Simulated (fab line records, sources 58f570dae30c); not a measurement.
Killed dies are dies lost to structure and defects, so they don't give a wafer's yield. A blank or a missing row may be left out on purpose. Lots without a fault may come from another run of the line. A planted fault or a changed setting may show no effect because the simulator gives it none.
Which tool did it? | flow berkeley_cmos170 | 14 lots, 42 wafers sampled, at 2 steps of a route of 331

WHAT THE GAUGES READ, wafer by wafer
UCB170_V1_THK_MEAS_01. Usual: V1_TEOS_THK 1990 nm, standard deviation 28.
lot  | measured     | on            | V1_TEOS_THK (nm)              | flag
L870 | day 7 12:06  | film_metro-01 | 2016 2035 2008                |
L872 | day 7 12:05  | film_metro-04 | 1983 1994 2023                |
L871 | day 7 12:14  | film_metro-03 | 1935 1975 1958                |
L873 | day 7 19:10  | film_metro-01 | 1990 2004 2033                |
L874 | day 8 02:20  | film_metro-04 | 1764 1827 1812 1765 1826 1812 | OFF
L877 | day 8 13:16  | film_metro-03 | 1794 1793 1829 1793 1794 1827 | OFF
L884 | day 10 09:02 | film_metro-01 | 1954 2014 2030                |
L887 | day 10 22:17 | film_metro-01 | 1958 1992 2015                |
L890 | day 11 06:47 | film_metro-04 | 1957 1942 1996                |
L888 | day 11 06:49 | film_metro-01 | 1996 1956 1991                |
L889 | day 11 06:56 | film_metro-01 | 1936 1967 1971                |
L891 | day 11 06:58 | film_metro-04 | 1986 2009 2034                |
L892 | day 11 07:06 | film_metro-04 | 1974 1986 1997                |
L893 | day 11 19:53 | film_metro-01 | 2001 1965 2036                |

WHICH TOOL RAN EACH LOT (tool, then ch and the chambers of the sampled wafers, then the start)
lot  | UCB170_V1_CVD_00
L870 | pecvd-04 ch 0,2, day 7 11:56
L872 | pecvd-01 ch 0,1, day 7 11:56
L871 | pecvd-04 ch 0,2, day 7 12:05
L873 | pecvd-01 ch 0,1, day 7 19:01
L874 | pecvd-01 ch 0,1,2, day 8 02:10
L877 | pecvd-01 ch 0,1, day 8 13:05
L884 | pecvd-04 ch 0,1,2, day 10 08:53
L887 | pecvd-03 ch 0,1,2, day 10 22:08
L890 | pecvd-01 ch 0,1,2, day 11 06:38
L888 | pecvd-04 ch 0,1,2, day 11 06:43
L889 | pecvd-01 ch 1,2, day 11 06:47
L891 | pecvd-04 ch 0,1,2, day 11 06:47
L892 | pecvd-01 ch 0,2, day 11 06:56
L893 | pecvd-04 ch 0,2, day 11 19:43
- UCB170_V1_CVD_00: deposits SiO2 from TEOS/O2, target thk 2000 nm, time 250 s.

WHAT THE TOOLS THEMSELVES READ (means of the sampled wafers that have a number; where no wafer has one, the mark that the record gives instead)
UCB170_V1_CVD_00. Usual: heater_power_w 232 W, standard deviation 45; pressure_mtorr 8997 mTorr, standard deviation 20; run_length_s 277.5 s, standard deviation 0.39.
lot  | tool     | heater_power_w (W) | pressure_mtorr (mTorr) | run_length_s (s) | flag
L870 | pecvd-04 | 222                | 8994                   | 277.6            |
L872 | pecvd-01 | 232                | 9003                   | 277.6            |
L871 | pecvd-04 | 222                | 9009                   | 277.3            |
L873 | pecvd-01 | 248                | 9017                   | 277.6            |
L874 | pecvd-01 | 261                | 8995                   | 252.7            | OFF
L877 | pecvd-01 | 268                | 8998                   | 252.8            | OFF
L884 | pecvd-04 | 202                | 8987                   | 277.2            |
L887 | pecvd-03 | 232                | 9018                   | 277.6            |
L890 | pecvd-01 | 261                | 9006                   | 277.6            |
L888 | pecvd-04 | 195                | 9015                   | 277.4            |
L889 | pecvd-01 | 238                | 8986                   | 278.2            |
L891 | pecvd-04 | 197                | 8993                   | 277.3            |
L892 | pecvd-01 | 251                | 9008                   | 277.4            |
L893 | pecvd-04 | 248                | 8993                   | 277.3            |

THE ANSWER, worked out from the rows above alone
Rule: a lot is off if the mean of its wafers that have a number lies more than 3 standard deviations from the usual mean. A lot without any number at a reading at which 4 lots or more have one is off too. The other lots that the step has rows for count as sound. The gauges are gone through in route order, then the tools' own readings, and for those a lot's mean is taken as printed above. The first step at which some lot is off is used, and at that step the reading that is off furthest; a lot without a number counts as furthest.
Off: L874, L877, at UCB170_V1_THK_MEAS_01 (V1_TEOS_THK).
A tool fits if, at a process step before that reading, it ran every lot that is off, and no sound lot after the first of them. The gauges at UCB170_V1_THK_MEAS_01 aren't tried: what is off there is off at UCB170_V1_CVD_00 too, on other tools, and a gauge's error can't cause that. None of those tried fits.

WHAT THE SIMULATOR HAD PUT IN
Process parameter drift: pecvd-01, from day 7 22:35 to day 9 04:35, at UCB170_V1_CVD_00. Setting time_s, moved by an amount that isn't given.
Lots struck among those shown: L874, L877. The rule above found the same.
